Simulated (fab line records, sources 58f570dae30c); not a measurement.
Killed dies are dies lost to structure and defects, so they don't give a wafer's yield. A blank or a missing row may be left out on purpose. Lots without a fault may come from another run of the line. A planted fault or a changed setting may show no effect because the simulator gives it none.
One fault seen from 2 desks | flow berkeley_cmos170 | each desk has only its own numbers; what lay behind them comes last

THE METROLOGY DESK
What the gauges read, lot by lot, whatever tool the lot ran on: means of the sampled wafers that have a number. A lot is out of limits, marked OUT, if its mean lies more than 4 standard deviations from the usual mean; the brackets give that distance.
Columns: A = GATE_OXIDE_THK at UCB170_GATE_THK_MEAS_02, usual 6.65 nm
lot  | first seen here | A
L749 | day 5 20:10     | 6.49
L750 | day 5 20:12     | 6.65
L751 | day 6 01:31     | 6.53
L752 | day 6 04:31     | 6.40
L753 | day 6 04:32     | 6.59
L754 | day 7 10:25     | 6.78
L757 | day 7 10:25     | 6.75
L756 | day 7 10:26     | 6.83
L769 | day 10 00:25    | 6.42
L767 | day 10 00:26    | 6.67
L771 | day 10 10:25    | 6.72
L772 | day 10 20:21    | 6.38
This desk's finding: nothing out of limits on any of the 12 lots.

THE TOOL OWNER'S DESK: rie_diel-01
The tool's own readings at UCB170_NWELL_ETCH_13 (etches Si3N4 in CH3F/Ar/O2, stops on SiO2, target depth 246.4 nm, time 154 s): means of the sampled wafers that have a number, for each lot that ran on this tool. A lot is out of limits, marked OUT, if its mean lies more than 4 standard deviations from the usual mean; the brackets give that distance.
Columns: A = chamber_pressure_mTorr at UCB170_NWELL_ETCH_13, usual 49.99 mTorr; B = drypump_motor_current_A at UCB170_NWELL_ETCH_13, usual 5.5 A; C = oes_product_au at UCB170_NWELL_ETCH_13, usual 0.945 a.u.; D = rf_fwd_power_W at UCB170_NWELL_ETCH_13, usual 448.0 W; E = throttle_valve_pct at UCB170_NWELL_ETCH_13, usual 8.05 %
lot  | first seen here | A     | B   | C                | D                       | E
L749 | day 2 01:38     | 50.00 | 5.9 | 0.943            | 448.5                   | 8.02
L751 | day 2 13:54     | 50.02 | 5.9 | 0.949            | 448.3                   | 8.02
L754 | day 3 09:44     | 50.00 | 6.0 | 0.948            | 449.7                   | 8.01
L757 | day 3 21:07     | 49.96 | 5.3 | 0.949            | 447.6                   | 8.06
L758 | day 4 04:12     | 50.00 | 5.5 | 0.859 (-5.4) OUT | 268.0 (-99 or more) OUT | 8.04
L762 | day 4 23:46     | 49.96 | 6.1 | 0.855 (-5.6) OUT | 267.7 (-99 or more) OUT | 7.98
This desk's finding: out of limits on L758, L762; first on L758, day 4 04:12 (oes_product_au at UCB170_NWELL_ETCH_13). In limits: L749, L751, L754, L757.

PUT TOGETHER
The tool owner's desk could have raised an alarm at day 4 04:12, on L758, L762.
The metrology desk saw nothing out of limits.
The metrology desk has no number on record for L758, L762.
Of the lots named, all ran UCB170_NWELL_ETCH_13 on rie_diel-01.

WHAT THE SIMULATOR HAD PUT IN
Process parameter drift: rie_diel-01, from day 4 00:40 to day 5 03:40, at UCB170_NWELL_ETCH_13. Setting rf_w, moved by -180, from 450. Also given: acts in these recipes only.
Lots struck among those shown: L758, L762.
Hours from the fault's start to each desk's first reading out of limits: the tool owner's desk, 4.
